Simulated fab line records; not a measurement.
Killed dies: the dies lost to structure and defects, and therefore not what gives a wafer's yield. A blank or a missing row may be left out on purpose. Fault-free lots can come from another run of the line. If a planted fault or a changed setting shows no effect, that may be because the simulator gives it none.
Struck lot and sound lot, side by side    flow rit-cmos    30 out of 202 route steps
Sound: the wafers L414.2, L414.4, L414.5. Struck: wafers L417.1, L417.4, L417.5. Last of all comes the cause.
For every step that has rows: the tool of each side, followed by ch and its chambers, followed by its first start. Under that, the readings that differ: sound wafers    struck wafers    difference of the means    sigmas: that difference in standard deviations of wafers without a fault.
alike: words and numbers the same on both sides, and readings whose means are apart by under 2 such deviations; not compared: readings that were withheld, readings missing a value for some wafer, numbers with overlapping values and no deviation given by the record, and bounds like >300 which may hide the same value.
Wherever a step has rows on one side only, a row that says differs or no value, or a row with sigmas, the two part there. Numbers that don't overlap but have no deviation are shown without sigmas and don't part them. A reading that every wafer of one side lacks parts them only if that side has two wafers or more.

first, 6 steps without rows for these wafers: RIT_SDANNEAL_RTA_03 (time 5 s); RIT_SILICIDE_WET_ETCH_00 (etches SiO2 in BOE, target depth 14 nm, time 15 s); RIT_SILICIDE_SPUTTER_01 (material Ti, target thk 30 nm, time 240 s); RIT_SILICIDE_RTA_04 (time 10 s, ramp up 5 s, ramp down 5 s); RIT_SILICIDE_WET_ETCH_05 (etches Ti in SPM, time 120 s); RIT_SILICIDE_RTA_06 (time 10 s, ramp up 5 s, ramp down 10 s).
RIT_CONTACT_CVD_00: deposits SiO2 from TEOS, target thk 400 nm, time 61 s.
  sound on pecvd-02 ch 1,2, day 7 11:43; struck on pecvd-04 ch 0,1,2, day 8 03:56
reading                                   sound                 struck           difference                     sigmas
run-length-s (s)                          88.8 88.8 88.8        85.5 84.1 84.5   -4.1                           -7
susceptor-temp-C (C)                      390.30 390.20 389.77  - - -            no value on the struck wafers  
model.SiO2_of_CONTACT_CVD_00.thk-nm (nm)  392.7 404.2 397.7     372.8 377.6 374  -23.4                          
  alike: heater-power-w
RIT_CONTACT_THK_MEAS_01:
  sound: film-metro-04 at day 7 11:46; struck: film-metro-01 at day 8 04:00
reading                sound        struck       difference  sigmas
CONTACT_TEOS_THK (nm)  393 404 398  373 378 374  -23         -5
then, 7 steps without rows for these wafers: RIT_CONTACT_HMDS_02 (prime time 60 s); RIT_CONTACT_COAT_03 (resist thk 1000 nm); RIT_CONTACT_SOFTBAKE_04 (time 60 s); RIT_CONTACT_EXPOSE_05 (exposes mask M11, target cd 1000 nm); RIT_CONTACT_PEB_06; RIT_CONTACT_DEVELOP_07 (develop time 120 s); RIT_CONTACT_HARDBAKE_10 (time 60 s).
RIT_CONTACT_ETCH_11: etches SiO2 in CHF3/CF4/Ar, stops on TiSi2, target depth 480 nm, time 320 s.
  sound on rie-diel-03 ch 0,1,2, day 7 13:10; struck on rie-diel-02 ch 0,1, day 8 05:35
reading                              sound              struck           difference  sigmas
model.etch.depth-nm (nm)             392.7 404.2 397.7  372.8 377.6 374  -23.4       
model.CONTACT.feature-depth-nm (nm)  392.7 404.2 397.7  372.8 377.6 374  -23.4       
  alike: CHF3_flow_sccm, drypump-motor-current-A, mfc-ar-sccm, oes-product-au, throttle-valve-pct
  not compared: rf-hours-counter-h
then, 11 steps without rows for these wafers: RIT_CONTACT_STRIP_12 (strips in O2, time 180 s); RIT_CONTACT_CLEAN_13 (cleans in SC1, time 600 s); RIT_CONTACT_CLEAN_14 (cleans in SC2, time 600 s); RIT_M1_SPUTTER_00 (material Al, target thk 400 nm, time 500 s); RIT_M1_HMDS_03 (prime time 60 s); RIT_M1_COAT_04 (resist thk 1300 nm); RIT_M1_SOFTBAKE_05 (time 60 s); RIT_M1_EXPOSE_06 (exposes mask M12, target cd 2600 nm); RIT_M1_PEB_07; RIT_M1_DEVELOP_08 (develop time 68 s); RIT_M1_HARDBAKE_11 (time 120 s).
RIT_M1_METAL_ETCH_12: etches Al in Cl2/BCl3, stops on SiO2, time 165 s, target depth 600 nm.
  sound on rie-metal-03 ch 0,1, day 7 15:55; struck on rie-metal-03 ch 0,1, day 8 08:19
reading                                   sound              struck             difference  sigmas
model.SiO2_of_CONTACT_CVD_00.thk-nm (nm)  355.4 367.1 360.7  335.5 340.4 337.3  -23.3       
  alike: drypump-motor-current-A, oes-product-au, throttle-valve-pct
  not compared: rf-hours-counter-h
then, 1 step without rows for these wafers: RIT_M1_STRIP_13 (strips in nmp, time 600 s).
RIT_M1_PROBE_99:
  sound: prober-01 at day 7 18:25; struck: prober-02 at day 8 10:34
reading                             sound                 struck                difference  sigmas
model.etest.field-p-metal.vt-v (V)  -30.39 -31.67 -30.92  -27.38 -27.45 -27.49  +3.55       
  alike: killed_at_M0_to_M3, killed-at-contacts, killed-at-front-end, killed-dies, killed-open, killed-short

## WHERE THEY PART
Last at RIT_CONTACT_THK_MEAS_01 as far as this record goes, first at RIT_CONTACT_CVD_00. Later steps at which nothing parts them and some readings are alike: RIT_CONTACT_ETCH_11, RIT_M1_METAL_ETCH_12, RIT_M1_PROBE_99.

WHY: what the simulator had put in
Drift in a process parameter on pecvd-04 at RIT_CONTACT_CVD_00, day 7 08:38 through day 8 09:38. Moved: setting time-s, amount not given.
